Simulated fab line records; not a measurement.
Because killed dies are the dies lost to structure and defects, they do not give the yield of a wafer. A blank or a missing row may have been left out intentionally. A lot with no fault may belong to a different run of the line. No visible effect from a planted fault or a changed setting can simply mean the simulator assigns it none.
Comparing a struck lot with a sound one ; flow rit cmos ; 15 out of 202 route steps
Sound: these wafers, L508.2, L508.5, L508.6. Wafers L510.1, L510.2, L510.6 were the ones struck. At the end, the cause is stated.
Per side, at each step with rows, come the tool, then ch with its chambers, and then its first start. Under that, the readings that differ: sound wafers ; struck wafers ; difference of the means ; sigmas: that difference in standard deviations of wafers without a fault.
alike: readings whose means differ by less than 2 such deviations, and words and numbers that are the same on both sides. not compared: withheld readings, readings that some wafer has no value for, bounds like >300 that may hide the same value, and numbers for which the record gives no deviation and whose values overlap.
The two part at a step that has a row with sigmas, a row that says differs or no value, or rows on one side only. When numbers do not overlap yet have no deviation, they are printed without sigmas and do not part them. Lack of a reading on every wafer of one side parts them only where that side has two or more wafers.

RIT_PWELL_TW_MEAS_10:
  sound on film metro-02 at day 4 05:37; struck on film metro-01 at day 4 15:28
  alike: PWELL_TW
then, 1 step without rows for these wafers: RIT_WELLDRIVE_ANNEAL_00 (time 14700 s).
RIT_WELLDRIVE_RS_MEAS_01: the measuring method here is four-point-probe.
  sound on film metro-02 at day 4 10:46; struck on film metro-02 at day 4 20:37
  alike: NWELL_RS
RIT_WELLDRIVE_RS_MEAS_02: the measuring method here is four-point-probe.
  sound on film metro-02 at day 4 10:53; struck on film metro-02 at day 4 20:44
  alike: PWELL_RS
then, 6 steps without rows for these wafers: RIT_NRETRO_HMDS_00 (prime time 60 s); RIT_NRETRO_COAT_01 (resist thk 1300 nm); RIT_NRETRO_SOFTBAKE_02 (time 60 s); RIT_NRETRO_EXPOSE_03 (exposes mask M4, target cd 43900 nm); RIT_NRETRO_PEB_04; RIT_NRETRO_DEVELOP_05 (develop time 68 s).
RIT_NRETRO_OVL_MEAS_06:
  sound on overlay-01 at day 4 11:52; struck on overlay-02 at day 4 21:52
  alike: NRETRO_OVL
then, 1 step without rows for these wafers: RIT_NRETRO_HARDBAKE_07 (time 120 s).
RIT_NRETRO_IMPLANT_08:
  sound on implanter-02 ch 0, day 4 12:10; struck on implanter-02 ch 0, day 4 22:09
reading;sound;struck;difference;sigmas
beam energy keV;69.994 69.999 69.990;75.302 75.277 75.252;+5.283;+99 or more
model.implant.rp nm (nm);85.29 85.29 85.29;91.46 91.46 91.46;+6.17;
model.implant.drp nm (nm);33.94 33.94 33.94;36.07 36.07 36.07;+2.13;
RIT_NRETRO_STRIP_09: strips in O2, time 180 s.
  sound on plasma asher-04 ch 0,1, day 4 12:18; struck on plasma asher-04 ch 0,1, day 4 22:18
  alike: drypump motor current A, rf refl power W
  not compared: rf hours counter h
RIT_M1_PROBE_99:
  sound on prober-02 at day 5 17:48; struck on prober-02 at day 6 06:03
  alike: killed at front end, killed dies, killed open, killed short
  not compared: model.etest.cap p gate.c min ff um2

## WHERE THEY PART
Only at RIT_NRETRO_IMPLANT_08, as far as this record shows. Later steps at which nothing parts them and some readings are alike: RIT_NRETRO_STRIP_09, RIT_M1_PROBE_99.

WHY: the cause the simulator had injected
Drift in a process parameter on implanter-02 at RIT_NRETRO_IMPLANT_08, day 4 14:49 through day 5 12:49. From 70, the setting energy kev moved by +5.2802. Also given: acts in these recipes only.
